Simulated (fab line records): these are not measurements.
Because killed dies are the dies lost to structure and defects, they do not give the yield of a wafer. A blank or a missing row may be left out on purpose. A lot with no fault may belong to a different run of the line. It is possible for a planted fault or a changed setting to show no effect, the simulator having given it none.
Commonality check across tools || flow rit cmos || Sampled: 14 lots, 42 wafers

WHAT PROMPTED THE OPENING
Of 14 lots, 2 have the reading PWELL_TW flagged at RIT_PWELL_TW_MEAS_10. No-fault wafers: 946, standard deviation 9.8.
Rule: a lot gets a flag if all its wafers with a number sit over 4 standard deviations from that mean, or if no wafer of it has a number. All remaining lots are regarded as sound.

{"lot": "L701", "measured": "day 2 00:13", "on": "film metro-01", "PWELL_TW, wafer by wafer": "931 926 926", "flag": ""}
{"lot": "L703", "measured": "day 2 08:50", "on": "film metro-02", "PWELL_TW, wafer by wafer": "951 947 952", "flag": ""}
{"lot": "L704", "measured": "day 2 17:26", "on": "film metro-04", "PWELL_TW, wafer by wafer": "955 955 955", "flag": ""}
{"lot": "L705", "measured": "day 2 20:11", "on": "film metro-02", "PWELL_TW, wafer by wafer": "952 954 950", "flag": ""}
{"lot": "L706", "measured": "day 3 04:39", "on": "film metro-04", "PWELL_TW, wafer by wafer": "959 955 956", "flag": ""}
{"lot": "L708", "measured": "day 3 11:37", "on": "film metro-02", "PWELL_TW, wafer by wafer": "954 949 950", "flag": ""}
{"lot": "L710", "measured": "day 3 22:14", "on": "film metro-04", "PWELL_TW, wafer by wafer": "963 967 964", "flag": ""}
{"lot": "L711", "measured": "day 4 03:04", "on": "film metro-04", "PWELL_TW, wafer by wafer": "961 955 958", "flag": ""}
{"lot": "L712", "measured": "day 4 08:16", "on": "film metro-04", "PWELL_TW, wafer by wafer": "1040 1035 1039", "flag": "FLAGGED"}
{"lot": "L713", "measured": "day 4 12:42", "on": "film metro-02", "PWELL_TW, wafer by wafer": "1025 1026 1026", "flag": "FLAGGED"}
{"lot": "L715", "measured": "day 4 22:37", "on": "film metro-02", "PWELL_TW, wafer by wafer": "942 945 943", "flag": ""}
{"lot": "L719", "measured": "day 5 18:39", "on": "film metro-02", "PWELL_TW, wafer by wafer": "954 948 954", "flag": ""}
{"lot": "L720", "measured": "day 5 23:40", "on": "film metro-02", "PWELL_TW, wafer by wafer": "946 947 945", "flag": ""}
{"lot": "L721", "measured": "day 6 05:26", "on": "film metro-01", "PWELL_TW, wafer by wafer": "934 931 931", "flag": ""}
Average over the flagged lots: 1032; offset from the usual +86, equal to +9 standard deviations.

WHICH TOOL RAN EACH LOT
The record keeps 1 process step preceding the reading, out of 202 steps on the route. Every cell lists first the tool, next ch and the chambers used by the sampled wafers, and last the start.
{"lot": "L701", "flag": "", "RIT_PWELL_IMPLANT_08": "implanter-03 ch 0, day 1 23:54"}
{"lot": "L703", "flag": "", "RIT_PWELL_IMPLANT_08": "implanter-03 ch 0, day 2 08:32"}
{"lot": "L704", "flag": "", "RIT_PWELL_IMPLANT_08": "implanter-03 ch 0, day 2 17:09"}
{"lot": "L705", "flag": "", "RIT_PWELL_IMPLANT_08": "implanter-02 ch 0, day 2 19:52"}
{"lot": "L706", "flag": "", "RIT_PWELL_IMPLANT_08": "implanter-03 ch 0, day 3 04:20"}
{"lot": "L708", "flag": "", "RIT_PWELL_IMPLANT_08": "implanter-02 ch 0, day 3 11:19"}
{"lot": "L710", "flag": "", "RIT_PWELL_IMPLANT_08": "implanter-03 ch 0, day 3 21:56"}
{"lot": "L711", "flag": "", "RIT_PWELL_IMPLANT_08": "implanter-03 ch 0, day 4 02:44"}
{"lot": "L712", "flag": "FLAGGED", "RIT_PWELL_IMPLANT_08": "implanter-03 ch 0, day 4 07:56"}
{"lot": "L713", "flag": "FLAGGED", "RIT_PWELL_IMPLANT_08": "implanter-03 ch 0, day 4 12:23"}
{"lot": "L715", "flag": "", "RIT_PWELL_IMPLANT_08": "implanter-01 ch 0, day 4 22:19"}
{"lot": "L719", "flag": "", "RIT_PWELL_IMPLANT_08": "implanter-02 ch 0, day 5 18:20"}
{"lot": "L720", "flag": "", "RIT_PWELL_IMPLANT_08": "implanter-02 ch 0, day 5 23:20"}
{"lot": "L721", "flag": "", "RIT_PWELL_IMPLANT_08": "implanter-02 ch 0, day 6 05:06"}
These steps, and what they do:
- RIT_PWELL_IMPLANT_08
- RIT_PWELL_TW_MEAS_10

FLAGGED OVER TOTAL, TOOL BY TOOL (the gauges that took the reading come last)
{"step": "RIT_PWELL_IMPLANT_08", "tool": "implanter-01", "lots run": 1, "flagged": 0, "share of the flagged lots": "none", "sound lots run after its first flagged lot": "-"}
{"step": "RIT_PWELL_IMPLANT_08", "tool": "implanter-02", "lots run": 5, "flagged": 0, "share of the flagged lots": "none", "sound lots run after its first flagged lot": "-"}
{"step": "RIT_PWELL_IMPLANT_08", "tool": "implanter-03", "lots run": 8, "flagged": 2, "share of the flagged lots": "all", "sound lots run after its first flagged lot": 0}
{"step": "RIT_PWELL_TW_MEAS_10", "tool": "film metro-01", "lots run": 2, "flagged": 0, "share of the flagged lots": "none", "sound lots run after its first flagged lot": "-"}
{"step": "RIT_PWELL_TW_MEAS_10", "tool": "film metro-02", "lots run": 7, "flagged": 1, "share of the flagged lots": "some", "sound lots run after its first flagged lot": "3 (L715,L719,L720)"}
{"step": "RIT_PWELL_TW_MEAS_10", "tool": "film metro-04", "lots run": 5, "flagged": 1, "share of the flagged lots": "some", "sound lots run after its first flagged lot": 0}

THE TABLE: WHAT IT ALLOWS
1 row of the table ran every flagged lot: implanter-03 at RIT_PWELL_IMPLANT_08.
- implanter-03 at RIT_PWELL_IMPLANT_08 ran 8 lots, 2 of them flagged. A fault beginning between L711 (day 4 02:44), its last sound lot, and L712 (day 4 07:56), its first flagged one, fits the data. Its own readings lie more than 4 standard deviations out on every wafer of the flagged lots: dose ions cm2, faraday current uA.
Left over: one tool, implanter-03 at RIT_PWELL_IMPLANT_08.

WHAT THE SIMULATOR HAD INSERTED
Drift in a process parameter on implanter-03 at RIT_PWELL_IMPLANT_08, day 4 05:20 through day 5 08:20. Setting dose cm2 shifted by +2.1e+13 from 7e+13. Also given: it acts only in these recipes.
Lots struck among those shown: L712, L713. The same result came from the rule above.
